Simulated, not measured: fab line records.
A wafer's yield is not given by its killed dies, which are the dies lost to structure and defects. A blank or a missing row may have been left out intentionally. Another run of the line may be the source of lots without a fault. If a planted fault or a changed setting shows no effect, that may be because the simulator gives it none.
Which tool is to blame? + flow berkeley cmos170 + 14 lots with 42 wafers sampled at 4 steps, on a route of 331 steps

WHAT EACH GAUGE READ, for each wafer
UCB170_M2_RS_MEAS_02: measures by four-point-probe. Usual: M2_AL_RS gives 0.0326 ohm/sq (standard deviation 0.00032).
| lot  | measured     | on            | M2_AL_RS (ohm/sq)    | flag |
|------|--------------|---------------|----------------------|------|
| L157 | day 8 12:14  | film metro-01 | 0.0323 0.0324 0.0323 |      |
| L156 | day 8 12:21  | film metro-02 | 0.0325 0.0326 0.0323 |      |
| L158 | day 9 09:45  | film metro-02 | 0.0321 0.0322 0.0319 |      |
| L163 | day 9 18:20  | film metro-02 | 0.0326 0.0325 0.0326 |      |
| L162 | day 9 22:33  | film metro-04 | 0.0321 0.0322 0.0319 |      |
| L164 | day 11 04:26 | film metro-04 | 0.0324 0.0325 0.0326 |      |
| L165 | day 11 05:47 | film metro-04 | 0.0325 0.0330 0.0326 |      |
| L166 | day 11 06:14 | film metro-04 | 0.0322 0.0323 0.0325 |      |
| L168 | day 11 07:17 | film metro-04 | 0.0331 0.0332 0.0329 |      |
| L167 | day 11 07:26 | film metro-02 | 0.0321 0.0321 0.0319 |      |
| L177 | day 13 23:07 | film metro-04 | 0.0326 0.0326 0.0326 |      |
| L179 | day 14 07:35 | film metro-04 | 0.0330 0.0333 0.0330 |      |
| L175 | day 14 08:20 | film metro-02 | 0.0326 0.0323 0.0327 |      |
| L174 | day 14 09:55 | film metro-04 | 0.0329 0.0327 0.0327 |      |

UCB170_M2_CD_MEAS_15: the cd target is 700 nm. Usual: 700.1 nm for cd nm, sd 1.4.
| lot  | measured     | on        | cd nm (nm)        | flag |
|------|--------------|-----------|-------------------|------|
| L157 | day 8 15:10  | cd sem-01 | 698.7 699.4 700.5 |      |
| L156 | day 8 15:02  | cd sem-02 | 700.5 699.7 699.9 |      |
| L158 | day 9 11:31  | cd sem-02 | 701.4 701.3 702.4 |      |
| L163 | day 9 20:09  | cd sem-02 | 701.9 702.5 701.4 |      |
| L162 | day 10 01:18 | cd sem-01 | 700.3 700.6 700.9 |      |
| L164 | day 11 06:32 | cd sem-01 | 698.6 699.0 698.5 |      |
| L165 | day 11 07:51 | cd sem-01 | 702.4 700.7 701.5 |      |
| L166 | day 11 08:14 | cd sem-02 | 700.1 700.9 701.4 |      |
| L168 | day 11 09:16 | cd sem-01 | 700.0 700.3 699.2 |      |
| L167 | day 11 09:36 | cd sem-01 | 699.0 698.0 699.0 |      |
| L177 | day 14 01:04 | cd sem-02 | 700.0 699.5 699.7 |      |
| L179 | day 14 10:44 | cd sem-02 | 700.9 701.1 701.1 |      |
| L175 | day 14 10:53 | cd sem-01 | 699.7 701.5 700.3 |      |
| L174 | day 14 11:41 | cd sem-02 | 702.0 701.2 702.5 |      |

UCB170_M2_OVL_MEAS_16. Usual: M2_OVL gives 5 nm (standard deviation 4.9).
| lot  | measured     | on         | M2_OVL (nm) | flag |
|------|--------------|------------|-------------|------|
| L157 | day 8 15:17  | overlay-01 | 12 8 3      |      |
| L156 | day 8 15:09  | overlay-02 | 3 1 7       |      |
| L158 | day 9 11:38  | overlay-02 | 7 7 6       |      |
| L163 | day 9 20:14  | overlay-02 | 13 2 8      |      |
| L162 | day 10 01:25 | overlay-01 | 4 2 1       |      |
| L164 | day 11 06:40 | overlay-01 | -1 4 5      |      |
| L165 | day 11 07:58 | overlay-01 | 4 2 3       |      |
| L166 | day 11 08:19 | overlay-01 | -6 -3 -5    |      |
| L168 | day 11 09:23 | overlay-01 | 2 2 3       |      |
| L167 | day 11 09:43 | overlay-01 | 11 6 10     |      |
| L177 | day 14 01:10 | overlay-02 | 2 -1 -2     |      |
| L179 | day 14 10:52 | overlay-01 | 10 8 12     |      |
| L175 | day 14 10:59 | overlay-02 | 2 4 3       |      |
| L174 | day 14 11:47 | overlay-01 | -1 5 3      |      |

EACH LOT AND THE TOOL THAT RAN IT (in order: tool; ch and the chambers of the sampled wafers; start)
| lot  | UCB170_M2_PEB_13                  |
|------|-----------------------------------|
| L157 | litho track-03 ch 0, day 8 14:53  |
| L156 | litho track-04 ch 0, day 8 14:45  |
| L158 | litho track-04 ch 0, day 9 11:14  |
| L163 | litho track-03 ch 0, day 9 19:49  |
| L162 | litho track-03 ch 0, day 10 01:01 |
| L164 | litho track-03 ch 0, day 11 06:16 |
| L165 | litho track-03 ch 0, day 11 07:35 |
| L166 | litho track-01 ch 0, day 11 07:58 |
| L168 | litho track-04 ch 0, day 11 08:59 |
| L167 | litho track-03 ch 0, day 11 09:20 |
| L177 | litho track-04 ch 0, day 14 00:47 |
| L179 | litho track-01 ch 0, day 14 10:28 |
| L175 | litho track-03 ch 0, day 14 10:37 |
| L174 | litho track-03 ch 0, day 14 11:25 |
- UCB170_M2_PEB_13

AS READ BY THE TOOLS THEMSELVES (means over the sampled wafers that have a number; for cases with no such wafer, the mark the record gives instead)
UCB170_M2_PEB_13. Usual: heater power total W 56.80 W, standard deviation 0.044; plate temp C 130.01 C, standard deviation 0.13.
| lot  | tool           | heater power total W (W) | plate temp C (C) | flag |
|------|----------------|--------------------------|------------------|------|
| L157 | litho track-03 | 56.77                    | 129.77           |      |
| L156 | litho track-04 | 56.80                    | 129.92           |      |
| L158 | litho track-04 | 56.80                    | 130.09           |      |
| L163 | litho track-03 | 56.78                    | 129.96           |      |
| L162 | litho track-03 | 56.80                    | 130.06           |      |
| L164 | litho track-03 | 56.81                    | 130.09           |      |
| L165 | litho track-03 | 56.83                    | 130.10           |      |
| L166 | litho track-01 | 56.82                    | 129.97           |      |
| L168 | litho track-04 | 56.82                    | 130.08           |      |
| L167 | litho track-03 | 56.74                    | 129.93           |      |
| L177 | litho track-04 | 56.78                    | 130.01           |      |
| L179 | litho track-01 | 56.82                    | 130.09           |      |
| L175 | litho track-03 | 57.61                    | -                | OFF  |
| L174 | litho track-03 | 57.66                    | -                | OFF  |

THE ANSWER, worked out from the rows above alone
Rule: lot off if the mean of its wafers having a number is beyond 3 standard deviations from the usual mean. Also off: a lot with no number at a reading for which 4 or more lots have one. Any other lot the step has rows for is counted as sound. After the gauges, taken in route order, come the tools' own readings; for these a lot's mean is taken, as printed above. The first step at which some lot is off is used, and at that step the reading that is off furthest; a lot without a number counts as furthest.
Off: L175, L174 (UCB170_M2_PEB_13, plate temp C). Without a number there: L175, L174.
If a tool, at that step or one of the process steps before it, ran each lot that is off and ran no sound lot following the first of them, it fits. One candidate fits, namely litho track-03 at UCB170_M2_PEB_13. Its last sound lot is L167 (day 11 09:20), its first lot that is off L175 (day 14 10:37): a fault that began between those two fits.
The tool's own readings at UCB170_M2_PEB_13 bear it out: on the lots that are off they differ by more than 5 times the standard deviation of the sound lots' means. heater power total W reads 57.63 W there against 56.80 W on the sound lots.
Blank at UCB170_M2_PEB_13 on the lots that are off, where sound lots have numbers: plate temp C.

WHAT HAD BEEN PUT IN BY THE SIMULATOR
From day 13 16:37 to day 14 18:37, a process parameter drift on litho track-03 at UCB170_M2_PEB_13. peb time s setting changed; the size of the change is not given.
Struck lots among those shown: L175, L174. This agrees with what the rule above found.
